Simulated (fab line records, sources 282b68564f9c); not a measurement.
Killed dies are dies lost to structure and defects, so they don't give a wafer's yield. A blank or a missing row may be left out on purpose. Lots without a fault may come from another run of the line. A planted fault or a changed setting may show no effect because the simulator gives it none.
A struck lot beside a sound one | flow rit_cmos | 15 steps out of a route of 202
Sound: wafers L137.1, L137.5, L137.6. Struck: wafers L143.1, L143.3, L143.6. The cause comes at the end.
At each step with rows: each side's tool, then ch and its chambers, then its first start. Under that, the readings that differ: sound wafers | struck wafers | difference of the means | sigmas: that difference in standard deviations of wafers without a fault.
alike: readings whose means differ by less than 2 such deviations, and words and numbers that are the same on both sides. not compared: withheld readings, readings that some wafer has no value for, bounds like >300 that may hide the same value, and numbers for which the record gives no deviation and whose values overlap.
The two part at a step that has a row with sigmas, a row that says differs or no value, or rows on one side only. Numbers that don't overlap but have no deviation are shown without sigmas and don't part them. A reading that every wafer of one side lacks parts them only if that side has two wafers or more.

first, 1 step without rows for these wafers: RIT_SILICIDE_WET_ETCH_00 (etches SiO2 in BOE, target depth 14 nm, time 15 s).
RIT_SILICIDE_SPUTTER_01: material Ti, target thk 30 nm, time 240 s.
  sound on pvd_sputter-01, day 6 05:40; struck on pvd_sputter-01, day 7 12:36
  alike: substrate_temp_c, throttle_valve_pct
RIT_SILICIDE_RS_MEAS_02: measures by four-point-probe.
  sound on film_metro-02, day 6 05:49; struck on film_metro-02, day 7 12:45
  alike: SILICIDE_TI_RS
RIT_SILICIDE_THK_MEAS_03: measures by xrf.
  sound on film_metro-02, day 6 05:56; struck on film_metro-02, day 7 12:52
  alike: SILICIDE_TI_THK
RIT_SILICIDE_RTA_04: time 10 s, ramp up 5 s, ramp down 5 s.
  sound on rtp_anneal-02 ch 0, day 6 06:00; struck on rtp_anneal-02 ch 0, day 7 12:56
  alike: anneal_temp_c_max, wafer_temp_C_max
then, 1 step without rows for these wafers: RIT_SILICIDE_WET_ETCH_05 (etches Ti in SPM, time 120 s).
RIT_SILICIDE_RTA_06: time 10 s, ramp up 5 s, ramp down 10 s.
  sound on rtp_anneal-01 ch 0, day 6 06:06; struck on rtp_anneal-01 ch 0, day 7 13:02
  alike: anneal_temp_c_max, wafer_temp_C_max
RIT_CONTACT_CVD_00: deposits SiO2 from TEOS, target thk 400 nm, time 61 s.
  sound on pecvd-04 ch 1,2, day 6 06:10; struck on pecvd-01 ch 0,1,2, day 7 13:07
  alike: heater_power_w
RIT_CONTACT_THK_MEAS_01:
  sound on film_metro-01, day 6 06:13; struck on film_metro-02, day 7 13:10
  alike: CONTACT_TEOS_THK
then, 3 steps without rows for these wafers: RIT_CONTACT_HMDS_02 (prime time 60 s); RIT_CONTACT_COAT_03 (resist thk 1000 nm); RIT_CONTACT_SOFTBAKE_04 (time 60 s).
RIT_CONTACT_EXPOSE_05: exposes mask M11, target cd 1000 nm.
  sound on iline_stepper-01 ch 0, day 6 06:52; struck on iline_stepper-02 ch 0, day 7 13:47
  reading                         | sound                   | struck               | difference | sigmas
  model.CONTACT.overlay_x_nm (nm) | -0.2399 -0.2399 -0.2399 | 0.8777 0.8777 0.8777 | +1.1176    |
  alike: mask, exposure_dose_mJ_cm2, focus_offset_nm
then, 1 step without rows for these wafers: RIT_CONTACT_PEB_06.
RIT_M1_PROBE_99:
  sound on prober-01, day 6 13:26; struck on prober-01, day 7 19:37
  alike: killed_at_front_end, killed_dies, killed_on_rim, killed_open, killed_short

WHERE THEY PART
Nowhere in this record.

WHY: what the simulator had put in
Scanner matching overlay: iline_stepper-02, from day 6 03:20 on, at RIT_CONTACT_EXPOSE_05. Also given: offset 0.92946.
